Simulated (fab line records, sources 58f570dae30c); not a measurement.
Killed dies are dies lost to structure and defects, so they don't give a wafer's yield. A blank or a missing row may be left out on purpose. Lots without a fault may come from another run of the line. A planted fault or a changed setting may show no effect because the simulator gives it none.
Problem report in the 8D (eight disciplines) form, filled by code | flow berkeley_cmos170 | the parts of the form that need people (team, actions taken, sign-off) are left out

1. THE PROBLEM
FIELD_OXIDE_THK at UCB170_FIELD_THK_MEAS_02 reads a mean of 504 nm on 9 wafers of 3 lots; wafers without a fault read 558 nm with a standard deviation of 9.3. That is -5.8 standard deviations from the usual mean.
First seen on wafer L823.1, day 8 12:40, on film_metro-04. The record holds 45 wafers of 15 lots with a number at this step. Rule for "out", or "out of limits": more than 4 standard deviations from the usual mean. The other wafers with a number count as sound.

2. WHAT IT IS AND WHAT IT IS NOT
question                    | is                     | is not
which readings at this step | FIELD_OXIDE_THK        | -
which lots                  | L820, L823, L824       | L805, L806, L807, L808, L809, L811, L812, L813, L818, L819, L826, L827
which wafers of those lots  | all that have a number | -
read on which gauges        | film_metro-04          | film_metro-01, film_metro-02
when                        | from day 8 12:40       | up to then (30 sound wafers); but 6 sound wafers of L826, L827 came after

3. SUSPECTS, AND WHAT RULES EACH OUT
Counting: a tool at a process step up to the reading stays a suspect if it ran every lot that is out and no sound lot after the first of them.
- the gauge at UCB170_FIELD_THK_MEAS_02: kept. All the wafers that are out were read on film_metro-04, and no step on other tools shows them out.
- furnace-01 at UCB170_FIELD_OXIDATION_01 (target thk 558.3 nm, ox time 7200 s): kept. It ran every lot that is out, first L820 (day 8 09:40), and no sound lot after that; its last sound lot up to then is L818 (day 7 14:40).
Left after counting: furnace-01 at UCB170_FIELD_OXIDATION_01, film_metro-04 at UCB170_FIELD_THK_MEAS_02.

4. THE CAUSE (what the simulator had put in)
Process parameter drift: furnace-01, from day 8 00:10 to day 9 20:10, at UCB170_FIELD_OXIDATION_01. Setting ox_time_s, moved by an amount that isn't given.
Counting left 2 suspects, and this tool is among them.

5. THE CHAIN OF EFFECTS, in route order
Each row: a reading whose mean over the struck wafers that have a number lies more than 3 standard deviations from the usual. Only readings for which the record gives a usual standard deviation are gone through. hours: the time from each lot's start at the first step in this table that gives one to its start at this step, as a median over the lots. sigmas: the change in usual standard deviations.
hours | step                     | reading                | usual  | on struck wafers | change | sigmas
0     | UCB170_FIELD_THK_MEAS_02 | FIELD_OXIDE_THK        | 558 nm | 504              | -54    | -5.8
9     | UCB170_FIELD_THK_MEAS_90 | FIELD_OXIDE_LEFT_1_THK | 441 nm | 388              | -53    | -5.8
32    | UCB170_FIELD_THK_MEAS_91 | FIELD_OXIDE_LEFT_2_THK | 353 nm | 299              | -54    | -5.8
Later measuring or inspecting steps at which every struck wafer that the step has a row for has a number for every such reading, and none has moved that far: UCB170_SILICIDE_THK_MEAS_03, UCB170_M1_CD_MEAS_09.

6. WHAT WOULD HAVE CAUGHT IT SOONER
In this record the first reading out of limits at a measuring or inspecting step was taken at day 8 12:40, 12 hours after the fault began at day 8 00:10.
All the lots that are out (3) had begun UCB170_FIELD_OXIDATION_01 on furnace-01 by day 8 12:40. A hold on the tool at that time would have spared none of them.
